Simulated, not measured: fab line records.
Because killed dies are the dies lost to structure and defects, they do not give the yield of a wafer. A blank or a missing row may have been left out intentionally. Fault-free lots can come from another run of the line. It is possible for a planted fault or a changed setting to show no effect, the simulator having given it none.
fab line records | flow rit_cmos
[record] lots = 5 wafers = 23
route steps=202 shown NLDD@111 PLDD@122 PSD@147 SILICIDE@162 M1@192
start_h: hours from the record's first day to the start of the lot's first wafer shown | wait_h: hours elapsed since this lot's preceding step | " unchanged from the row above | L1.1+2: several wafers, shown together as one row | - either no value or no given start | * or withheld: withheld | < > ~ a bound
route shown NAME@n: NAME is a module with steps in the file, n the number in the route of the first one | usual: the fault-free wafers' mean and standard deviation | same: alike in all rows | chamber/n: place in a boat | sites: per-site readings | _std_site: how widely they spread, as a standard deviation | _edge_site: mean of outer sites minus mean of inner sites | radius_mm: how far each site lies from the wafer's centre | mask NAME#n: copy n | behind: tool/chamber where the wafer was last shaped | hold: what put the lot on hold/how long, in hours/how the hold closed | device: which transistor (n, p or np) failed to switch | end of line: at the end of the route, the tests of the same wafers | a step without rows: its recipe alone | killed: not the wafer's yield, but the dies lost to structure and defects at the first sort | map: per-die view of a wafer (x killed, . not killed, _ where there is no die)
set.NAME: the setting that was run; set.NAME@STEP: the one run at that earlier step | model.NAME: the simulator's own value behind a step, which no gauge read
lots where settings were altered on purpose, with a table for each step and a row for each wafer
[[steps]]
[step RIT_NLDD_IMPLANT_08]
[recipe] species = P energy_kev = 20 dose_cm2 = 5e+14 tilt_deg = 7
// columns lot.wafer tool chamber start_h wait_h set.dose_cm2
L074.1+2+3 implanter-04 0 41.24 0.1 5e+14
L074.5+6 " 0 " " 4.732e+14
L076.1+2+6 implanter-04 0 50.81 0.1 5e+14
L079.1+2+3+4+6 implanter-02 0 67.05 0.1 5e+14
L080.2+3+4 implanter-02 0 76.14 0.1 5e+14
L080.5+6 " 0 " " 4.865e+14
L083.1+4+6 implanter-02 0 91.28 0.1 5.105e+14
L083.2+3 " 0 " " 5e+14
[step RIT_NLDD_STRIP_09]
[recipe] chemistry = O2 time_s = 180 resist = NOVOLAK platen_temp_c = withheld power_w = 500 pressure_mtorr = 4000 o2_flow_sccm = 4000
[step RIT_NLDD_TW_MEAS_10]
[usual] NLDD_TW = 2493/14
// columns lot.wafer tool chamber start_h wait_h set.dose_cm2@NLDD_IMPLANT_08 NLDD_TW
L074.1 film_metro-02 - 41.57 0.1 5e+14 2499
L074.2 " - " " 5e+14 2513
L074.3 " - " " 5e+14 2500
L074.5 " - " " 4.732e+14 2456
L074.6 " - " " 4.732e+14 2456
L076.1 film_metro-01 - 51.14 0.1 5e+14 2498
L076.2 " - " " 5e+14 2486
L076.6 " - " " 5e+14 2490
L079.1 film_metro-03 - 67.37 0.1 5e+14 2495
L079.2 " - " " 5e+14 2499
L079.3 " - " " 5e+14 2491
L079.4 " - " " 5e+14 2506
L079.6 " - " " 5e+14 2499
L080.2 film_metro-02 - 76.45 0.1 5e+14 2502
L080.3 " - " " 5e+14 2512
L080.4 " - " " 5e+14 2503
L080.5 " - " " 4.865e+14 2476
L080.6 " - " " 4.865e+14 2490
L083.1 film_metro-03 - 91.61 0.1 5.105e+14 2493
L083.2 " - " " 5e+14 2488
L083.3 " - " " 5e+14 2485
L083.4 " - " " 5.105e+14 2507
L083.6 " - " " 5.105e+14 2490
[step RIT_PLDD_IMPLANT_08]
[recipe] species = BF2 energy_kev = 20 dose_cm2 = 9e+14 tilt_deg = 7
// columns lot.wafer tool chamber start_h wait_h set.dose_cm2
L074.1+2+6 implanter-01 0 42.79 0.1 9.591e+14
L074.3+5 " 0 " " 9e+14
L076.1+2+6 implanter-03 0 52.23 0.1 9e+14
L079.1+2+4 implanter-01 0 68.60 0.1 9e+14
L079.3+6 " 0 " " 9.395e+14
L080.2+4+5 implanter-01 0 77.57 0.1 8.501e+14
L080.3+6 " 0 " " 9e+14
L083.1+2+4 implanter-01 0 92.70 0.1 9.172e+14
L083.3+6 " 0 " " 9e+14
[step RIT_PLDD_STRIP_09]
[recipe] chemistry = O2 time_s = 180 resist = NOVOLAK platen_temp_c = withheld power_w = 500 pressure_mtorr = 4000 o2_flow_sccm = 4000
[step RIT_PLDD_TW_MEAS_10]
[usual] PLDD_TW = 2346/10
// columns lot.wafer tool chamber start_h wait_h set.dose_cm2@PLDD_IMPLANT_08 PLDD_TW
L074.1 film_metro-01 - 43.11 0.1 9.591e+14 2368
L074.2 " - " " 9.591e+14 2375
L074.3 " - " " 9e+14 2338
L074.5 " - " " 9e+14 2330
L074.6 " - " " 9.591e+14 2361
L076.1 film_metro-01 - 52.56 0.1 9e+14 2330
L076.2 " - " " 9e+14 2337
L076.6 " - " " 9e+14 2346
L079.1 film_metro-01 - 68.92 0.1 9e+14 2356
L079.2 " - " " 9e+14 2341
L079.3 " - " " 9.395e+14 2370
L079.4 " - " " 9e+14 2342
L079.6 " - " " 9.395e+14 2361
L080.2 film_metro-03 - 77.88 0.1 8.501e+14 2315
L080.3 " - " " 9e+14 2358
L080.4 " - " " 8.501e+14 2313
L080.5 " - " " 8.501e+14 2329
L080.6 " - " " 9e+14 2360
L083.1 film_metro-03 - 93.03 0.1 9.172e+14 2351
L083.2 " - " " 9.172e+14 2342
L083.3 " - " " 9e+14 2359
L083.4 " - " " 9.172e+14 2364
L083.6 " - " " 9e+14 2333
[step RIT_PSD_DEVELOP_05]
[recipe] resist = NOVOLAK develop_time_s = 50 dev_temp_c = 23
// columns lot.wafer tool chamber start_h wait_h set.dev_temp_c
L074.1+5 litho_track-03 0 - - 26.18
L074.2+3+6 " 0 " " 23
L076.1+2+6 litho_track-03 0 - - 23
L079.1+2+3 litho_track-03 0 - - 23
L079.4+6 " 0 " " 21.52
L080.2+4 litho_track-02 0 - - 23
L080.3+5+6 " 0 " " 20.6
L083.1+3 litho_track-01 0 - - 26.12
L083.2+4+6 " 0 " " 23
[step RIT_PSD_HARDBAKE_07]
[recipe] resist = NOVOLAK temp_c = 140 time_s = 60
[step RIT_SDANNEAL_RS_MEAS_06]
[recipe] thk_meas_gauge = four-point-probe
[usual] PLDD_RS = 178.6/0.42
// columns lot.wafer tool chamber start_h wait_h set.dose_cm2@PLDD_IMPLANT_08 PLDD_RS[ohm/sq]
L074.1 film_metro-02 - 50.91 0.1 9.591e+14 173.0
L074.2 " - " " 9.591e+14 173.1
L074.3 " - " " 9e+14 178.3
L074.5 " - " " 9e+14 178.7
L074.6 " - " " 9.591e+14 173.2
L076.1 film_metro-03 - 60.02 0.1 9e+14 178.7
L076.2 " - " " 9e+14 178.1
L076.6 " - " " 9e+14 178.4
L079.1 film_metro-01 - 76.17 0.1 9e+14 178.7
L079.2 " - " " 9e+14 179.0
L079.3 " - " " 9.395e+14 174.9
L079.4 " - " " 9e+14 178.5
L079.6 " - " " 9.395e+14 175.0
L080.2 film_metro-02 - 83.98 0.1 8.501e+14 183.4
L080.3 " - " " 9e+14 178.1
L080.4 " - " " 8.501e+14 183.0
L080.5 " - " " 8.501e+14 183.3
L080.6 " - " " 9e+14 177.8
L083.1 film_metro-02 - 99.13 0.1 9.172e+14 176.7
L083.2 " - " " 9.172e+14 177.4
L083.3 " - " " 9e+14 178.4
L083.4 " - " " 9.172e+14 176.7
L083.6 " - " " 9e+14 178.8
[step RIT_SDANNEAL_RS_MEAS_07]
[recipe] thk_meas_gauge = four-point-probe
[usual] NLDD_RS = 151.8/0.61
// columns lot.wafer tool chamber start_h wait_h set.dose_cm2@NLDD_IMPLANT_08 NLDD_RS[ohm/sq]
L074.1 film_metro-02 - 51.03 0.1 5e+14 151.4
L074.2 " - " " 5e+14 151.6
L074.3 " - " " 5e+14 151.8
L074.5 " - " " 4.732e+14 158.9
L074.6 " - " " 4.732e+14 158.6
L076.1 film_metro-03 - 60.14 0.1 5e+14 151.2
L076.2 " - " " 5e+14 151.5
L076.6 " - " " 5e+14 151.7
L079.1 film_metro-01 - 76.29 0.1 5e+14 151.6
L079.2 " - " " 5e+14 151.3
L079.3 " - " " 5e+14 150.7
L079.4 " - " " 5e+14 151.1
L079.6 " - " " 5e+14 151.1
L080.2 film_metro-02 - 84.10 0.1 5e+14 151.5
L080.3 " - " " 5e+14 151.7
L080.4 " - " " 5e+14 151.9
L080.5 " - " " 4.865e+14 155.7
L080.6 " - " " 4.865e+14 154.9
L083.1 film_metro-02 - 99.25 0.1 5.105e+14 149.2
L083.2 " - " " 5e+14 151.7
L083.3 " - " " 5e+14 151.4
L083.4 " - " " 5.105e+14 149.4
L083.6 " - " " 5.105e+14 149.4
[step RIT_SILICIDE_SPUTTER_01]
[recipe] material = Ti target_thk_nm = 30 power_w = 350 chamber_pressure_pa = 0.667 gas = Ar time_s = 240 substrate_temp_c = 25
// columns lot.wafer tool chamber start_h wait_h set.time_s model.Ti_of_SILICIDE_SPUTTER_01.thk_nm
L074.1 pvd_sputter-03 - 51.16 0.0 240 29.87
L074.2 " - " " 240 29.96
L074.3 " - " " 269.9 33.36
L074.5 " - " " 240 29.55
L074.6 " - " " 269.9 33.52
L076.1 pvd_sputter-03 - 60.28 0.0 240 29.72
L076.2 " - " " 240 29.81
L076.6 " - " " 240 29.99
L079.1 pvd_sputter-02 - 76.42 0.0 240 30.29
L079.2 " - " " 240 30.27
L079.3 " - " " 240 30.13
L079.4 " - " " 240 30.05
L079.6 " - " " 240 30.37
L080.2 pvd_sputter-03 - 84.21 0.0 266.4 33.12
L080.3 " - " " 266.4 33.18
L080.4 " - " " 266.4 33.17
L080.5 " - " " 240 29.99
L080.6 " - " " 240 29.61
L083.1 pvd_sputter-02 - 99.38 0.0 240 30.34
L083.2 " - " " 240 30.16
L083.3 " - " " 252.3 31.65
L083.4 " - " " 252.3 31.57
L083.6 " - " " 252.3 31.78
[step RIT_SILICIDE_RS_MEAS_02]
[recipe] thk_meas_gauge = four-point-probe reads = Ti_of_SILICIDE_SPUTTER_01
[usual] SILICIDE_TI_RS = 47.9/0.54
// columns lot.wafer tool chamber start_h wait_h set.time_s@SILICIDE_SPUTTER_01 SILICIDE_TI_RS[ohm/sq]
L074.1 film_metro-04 - 51.31 0.1 240 48.3
L074.2 " - " " 240 48.2
L074.3 " - " " 269.9 42.0
L074.5 " - " " 240 48.9
L074.6 " - " " 269.9 41.7
L076.1 film_metro-04 - 60.43 0.1 240 48.5
L076.2 " - " " 240 48.2
L076.6 " - " " 240 47.9
L079.1 film_metro-01 - 76.57 0.1 240 47.3
L079.2 " - " " 240 47.3
L079.3 " - " " 240 47.6
L079.4 " - " " 240 47.9
L079.6 " - " " 240 47.2
L080.2 film_metro-01 - 84.38 0.1 266.4 42.3
L080.3 " - " " 266.4 42.2
L080.4 " - " " 266.4 42.3
L080.5 " - " " 240 48.0
L080.6 " - " " 240 48.6
L083.1 film_metro-01 - 99.53 0.1 240 47.3
L083.2 " - " " 240 47.6
L083.3 " - " " 252.3 44.8
L083.4 " - " " 252.3 44.9
L083.6 " - " " 252.3 44.6
[step RIT_SILICIDE_THK_MEAS_03]
[recipe] thk_meas_gauge = xrf reads = Ti_of_SILICIDE_SPUTTER_01
[usual] SILICIDE_TI_THK = 30.1/0.32
// columns lot.wafer tool chamber start_h wait_h set.time_s@SILICIDE_SPUTTER_01 SILICIDE_TI_THK[nm]
L074.1 film_metro-04 - 51.43 0.1 240 30.0
L074.2 " - " " 240 29.9
L074.3 " - " " 269.9 33.4
L074.5 " - " " 240 29.6
L074.6 " - " " 269.9 33.6
L076.1 film_metro-04 - 60.55 0.1 240 29.9
L076.2 " - " " 240 30.0
L076.6 " - " " 240 30.3
L079.1 film_metro-01 - 76.69 0.1 240 30.2
L079.2 " - " " 240 30.3
L079.3 " - " " 240 30.2
L079.4 " - " " 240 30.0
L079.6 " - " " 240 30.4
L080.2 film_metro-01 - 84.49 0.1 266.4 33.1
L080.3 " - " " 266.4 33.1
L080.4 " - " " 266.4 33.2
L080.5 " - " " 240 30.0
L080.6 " - " " 240 29.6
L083.1 film_metro-01 - 99.65 0.1 240 30.5
L083.2 " - " " 240 30.2
L083.3 " - " " 252.3 31.8
L083.4 " - " " 252.3 31.6
L083.6 " - " " 252.3 31.9
[step RIT_M1_DEVELOP_08]
[recipe] resist = NOVOLAK develop_time_s = 68 dev_temp_c = 23
// columns lot.wafer tool chamber start_h wait_h set.develop_time_s
L074.1+2+6 litho_track-03 0 - - 68
L074.3+5 " 0 " " 63.73
L076.1+2+6 litho_track-03 0 - - 68
L079.1+2+6 litho_track-03 0 - - 65.2
L079.3+4 " 0 " " 68
L080.2+3 litho_track-02 0 - - 68
L080.4+5+6 " 0 " " 64.82
L083.1+6 litho_track-03 0 - - 76.26
L083.2+3+4 " 0 " " 68
[step RIT_M1_CD_MEAS_09]
[recipe] target_cd_nm = 2600
[usual] cd_nm = 2601.4/2.8
// columns lot.wafer tool chamber start_h wait_h set.develop_time_s@M1_DEVELOP_08 cd_nm
L074.1 cd_sem-01 - 55.36 - 68 2597.3
L074.2 " - " " 68 2597.0
L074.3 " - " " 63.73 2602.4
L074.5 " - " " 63.73 2601.6
L074.6 " - " " 68 2598.1
L076.1 cd_sem-02 - 64.62 - 68 2603.7
L076.2 " - " " 68 2604.6
L076.6 " - " " 68 2605.4
L079.1 cd_sem-02 - 80.66 - 65.2 2608.9
L079.2 " - " " 65.2 2611.5
L079.3 " - " " 68 2605.7
L079.4 " - " " 68 2608.2
L079.6 " - " " 65.2 2610.0
L080.2 cd_sem-01 - 88.45 - 68 2601.2
L080.3 " - " " 68 2602.1
L080.4 " - " " 64.82 2605.6
L080.5 " - " " 64.82 2606.4
L080.6 " - " " 64.82 2606.5
L083.1 cd_sem-01 - 103.66 - 76.26 2587.8
L083.2 " - " " 68 2597.8
L083.3 " - " " 68 2598.2
L083.4 " - " " 68 2597.1
L083.6 " - " " 76.26 2588.5
[step RIT_M1_METAL_ETCH_12]
[recipe] stop_on = SiO2 chemistry = Cl2/BCl3 target = Al time_s = 165 over_etch_frac = 0.5 pressure_mtorr = 100 target_depth_a = 6000 rf_w = 250 Cl2_flow_sccm = 60 bcl3_flow_sccm = 50
// columns lot.wafer tool chamber start_h wait_h set.time_s model.NOVOLAK_of_M1_COAT_04.thk_nm
L074.1 rie_metal-01 1 55.77 0.2 189.3 749.3
L074.2 " 0 " " 165 805.7
L074.3 " 1 " " 165 800.3
L074.5 " 0 " " 165 803.1
L074.6 " 1 " " 189.3 751.4
L076.1 rie_metal-04 0 65.03 0.2 165 800.5
L076.2 " 1 " " 165 815.2
L076.6 " 1 " " 165 818.7
L079.1 rie_metal-04 0 81.07 0.2 165 809
L079.2 " 1 " " 165 822.5
L079.3 " 1 " " 152.1 847.3
L079.4 " 0 " " 152.1 834.8
L079.6 " 0 " " 152.1 836.5
L080.2 rie_metal-01 1 88.83 0.2 165 802.4
L080.3 " 0 " " 165 803.5
L080.4 " 1 " " 165 803.9
L080.5 " 0 " " 165 807.3
L080.6 " 1 " " 165 801.9
L083.1 rie_metal-01 0 104.12 0.2 182.4 772.6
L083.2 " 1 " " 165 803.6
L083.3 " 1 " " 165 804.9
L083.4 " 0 " " 182.4 769.7
L083.6 " 0 " " 165 807.1
[step RIT_M1_STRIP_13]
[recipe] chemistry = nmp resist = NOVOLAK temp_c = 80 time_s = 600 dry = n2_spin
[step RIT_M1_STRIP_14]
[recipe] chemistry = O2 time_s = 180 platen_temp_c = withheld power_w = 500 pressure_mtorr = 4000 o2_flow_sccm = 4000
[step RIT_M1_CD_MEAS_90]
[recipe] target_cd_nm = 2600
[usual] cd_nm = 2601/3
// columns lot.wafer tool chamber start_h wait_h set.develop_time_s@M1_DEVELOP_08 cd_nm
L074.1 cd_sem-02 - 56.28 0.1 68 2593
L074.2 " - " " 68 2597
L074.3 " - " " 63.73 2603
L074.5 " - " " 63.73 2602
L074.6 " - " " 68 2595
L076.1 cd_sem-02 - 65.56 0.1 68 2605
L076.2 " - " " 68 2605
L076.6 " - " " 68 2607
L079.1 cd_sem-01 - 81.58 0.1 65.2 2607
L079.2 " - " " 65.2 2613
L079.3 " - " " 68 2608
L079.4 " - " " 68 2609
L079.6 " - " " 65.2 2612
L080.2 cd_sem-02 - 89.36 0.1 68 2599
L080.3 " - " " 68 2601
L080.4 " - " " 64.82 2604
L080.5 " - " " 64.82 2607
L080.6 " - " " 64.82 2605
L083.1 cd_sem-01 - 104.63 0.1 76.26 2585
L083.2 " - " " 68 2596
L083.3 " - " " 68 2597
L083.4 " - " " 68 2593
L083.6 " - " " 76.26 2588
[step RIT_M1_ANNEAL_15]
[recipe] temp_c = 450 time_s = 1800 ambient = forming_gas_H2N2
// columns lot.wafer tool chamber start_h wait_h set.time_s
L074.1+2+3+5+6 - - - 1.1 1800
L076.1+2+6 - - 68.55 3.0 1800
L079.1+2+3+4+6 - - - 0.1 2035
L080.2+3+4+5+6 - - - 0.5 1652
L083.1+2+3+4+6 - - - 0.1 1800
[step RIT_M1_PROBE_99]
// columns lot.wafer tool chamber start_h wait_h set.temp_c@GATE_CVD_08 set.time_s@M1_ANNEAL_15 model.etest.nplus_sal.width_nm model.etest.pplus_sal.width_nm model.etest.nmos_0p3.r_on_ohm_um
L074.1 prober-01 - 59.00 0.1 627 1800 3298 3296 -
L074.2 prober-01 - 59.05 0.1 627 1800 3302 3276 -
L074.3 prober-01 - 59.10 0.2 627 1800 3302 3274 -
L074.5 prober-01 - 59.20 0.2 627 1800 3318 3321 -
L074.6 prober-01 - 59.25 0.2 627 1800 3286 3293 -
L076.1 prober-01 - 70.17 0.1 610 1800 3454 3448 2099
L076.2 prober-01 - 70.22 0.1 610 1800 3436 3437 2105
L076.6 prober-01 - 70.42 0.2 610 1800 3444 3442 2095
L080.2 prober-01 - 91.53 0.1 615.1 1652 3429 3438 2286
L080.3 prober-01 - 91.58 0.2 615.1 1652 3425 3426 2288
L080.4 prober-01 - 91.63 0.2 615.1 1652 3426 3444 2286
L080.5 prober-01 - 91.68 0.2 615.1 1652 3447 3440 2364
L080.6 prober-01 - 91.73 0.2 615.1 1652 3455 3439 2266
L083.1 prober-02 - 106.41 0.1 610 1800 3470 3447 2025
L083.2 prober-02 - 106.46 0.1 610 1800 3460 3452 2046
L083.3 prober-02 - 106.51 0.2 610 1800 3435 3457 2096
L083.4 prober-02 - 106.56 0.2 610 1800 3457 3453 2114
L083.6 prober-02 - 106.66 0.2 610 1800 3445 3456 2082
// killed by level:class
L076.1 FOX1:geometric_particle:short=2 GATE:geometric_particle:short=2 FOX1:geometric_particle:open=1 REOX:geometric_particle:short=1 CONTACT:geometric_particle:short=1
L076.2 FOX1:geometric_particle:short=3 GATE:geometric_particle:open=3 FOX2:geometric_particle:open=1 GATE:geometric_particle:short=1
L076.6 GATE:geometric_particle:short=3 SILICIDE:geometric_particle:short=2 FOX1:geometric_particle:open=1 GATE:geometric_particle:open=1
[[key]]
[split] step = RIT_NLDD_IMPLANT_08 setting = dose_cm2 stated = 5e+14 by = wafer
[response] step = RIT_NLDD_TW_MEAS_10 reading = NLDD_TW change = +8.3 per = 1% r = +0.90
[response] step = RIT_SDANNEAL_RS_MEAS_07 reading = NLDD_RS change = -1.31 per = 1% r = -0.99
[split] step = RIT_PLDD_IMPLANT_08 setting = dose_cm2 stated = 9e+14 by = wafer
[response] step = RIT_PLDD_TW_MEAS_10 reading = PLDD_TW change = +5.62 per = 1% r = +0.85
[response] step = RIT_SDANNEAL_RS_MEAS_06 reading = PLDD_RS change = -0.875 per = 1% r = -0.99
[split] step = RIT_PSD_DEVELOP_05 setting = dev_temp_c stated = 23 by = wafer
response none clear
[split] step = RIT_SILICIDE_SPUTTER_01 setting = time_s stated = 240 by = wafer
[response] step = RIT_SILICIDE_SPUTTER_01 reading = model.Ti_of_SILICIDE_SPUTTER_01.thk_nm change = +0.296 per = 1% r = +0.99
[response] step = RIT_SILICIDE_RS_MEAS_02 reading = SILICIDE_TI_RS change = -0.534 per = 1% r = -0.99
[response] step = RIT_SILICIDE_THK_MEAS_03 reading = SILICIDE_TI_THK change = +0.295 per = 1% r = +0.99
[split] step = RIT_M1_DEVELOP_08 setting = develop_time_s stated = 68 by = wafer
[response] step = RIT_M1_CD_MEAS_09 reading = cd_nm change = -0.791 per = 1% r = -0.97
[response] step = RIT_M1_CD_MEAS_90 reading = cd_nm change = -0.83 per = 1% r = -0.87
[split] step = RIT_M1_METAL_ETCH_12 setting = time_s stated = 165 by = wafer
[response] step = RIT_M1_METAL_ETCH_12 reading = model.NOVOLAK_of_M1_COAT_04.thk_nm change = -3.4 per = 1% r = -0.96
[split] step = RIT_M1_ANNEAL_15 setting = time_s stated = 1800 by = lot
[response] step = RIT_M1_PROBE_99 reading = model.etest.nmos_0p3.r_on_ohm_um change = -26.2 per = 1% r = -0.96
split outside_this_file step=RIT_GATE_CVD_08 setting=temp_c
// split outside_this_file: this setting was split too, and the file shows its column; the key of that split is in another file
